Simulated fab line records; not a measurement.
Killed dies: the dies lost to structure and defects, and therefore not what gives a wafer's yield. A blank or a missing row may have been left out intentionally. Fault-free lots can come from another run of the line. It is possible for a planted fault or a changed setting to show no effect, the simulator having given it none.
Problem report, 8D (eight disciplines) form, completed by code | flow berkeley-cmos170 | the parts of the form that need people (team, actions taken, sign-off) are left out

== 1. THE PROBLEM ==
Wafers without a fault read 56.81 W, standard deviation 0.041; heater-power-total-W at UCB170_GATE_SOFTBAKE_08 reads a mean of 60.74 W on 6 wafers belonging to 2 lots. Measured from the usual mean, that is +96 standard deviations.
The step: time 60 s.
Earliest sighting: wafer L109.1 on litho-track-04 at day 10 00:00. At this step, 18 wafers from 6 lots have a number in the record. Rule for "out", or "out of limits": more than 4 standard deviations from the usual mean. The other wafers with a number count as sound.

== 2. WHAT THIS IS AND IS NOT ==
question                    | is                                 | is not
which readings at this step | heater-power-total-W, run-length-s | chill-plate-temp-C
which lots                  | L109, L111                         | L116, L117, L997, L998
which wafers of those lots  | all that have a number             | -
read on which tools         | litho-track-04                     | litho-track-01, litho-track-03
when                        | from day 10 00:00                  | up to then (6 sound wafers); but 6 sound wafers of L116, L117 came after

== 3. WHAT RULES OUT EACH SUSPECT ==
Counting: a tool stays on the suspect list if, at a process step up to the reading, it processed all lots that are out and no sound lot following the first of them.
- litho-track-04 at UCB170_GATE_SOFTBAKE_08 (time 60 s): kept. All lots that are out passed through it, beginning with L109 at day 10 00:00, and no sound lot followed; its final sound lot before that point was L998 at day 7 18:00. Its own heater-power-total-W, run-length-s readings are out on those wafers.
The count leaves litho-track-04 at UCB170_GATE_SOFTBAKE_08.

== 4. THE CAUSE (what the simulator had put in) ==
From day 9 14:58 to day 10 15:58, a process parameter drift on litho-track-04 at UCB170_GATE_SOFTBAKE_08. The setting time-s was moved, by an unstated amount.
After counting, this tool was the only one left.

== 5. THE EFFECT CHAIN, in route order ==
Each row: a reading whose mean over the struck wafers that have a number lies more than 3 standard deviations from the usual. Only readings for which the record gives a usual standard deviation are gone through. hours: the time from each lot's start at the first step in this table that gives one to its start at this step, as a median over the lots. sigmas: the change in usual standard deviations.
hours | step                    | reading              | usual   | on struck wafers | change | sigmas
0     | UCB170_GATE_SOFTBAKE_08 | heater-power-total-W | 56.81 W | 60.74            | +3.93  | +96
0     | UCB170_GATE_SOFTBAKE_08 | run-length-s         | 89.22 s | 76.14            | -13.08 | -73
It contains these process steps:
- UCB170_GATE_SOFTBAKE_08: time 60 s.
Later measuring or inspecting steps at which every struck wafer that the step has a row for has a number for every such reading, and none has moved that far: UCB170_GATE_CD_MEAS_12, UCB170_GATE_OVL_MEAS_13.

== 6. WHAT WOULD HAVE CAUGHT IT SOONER ==
9 hours passed between the start of the fault at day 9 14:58 and the first reading out of limits in this record, taken at day 10 00:00.
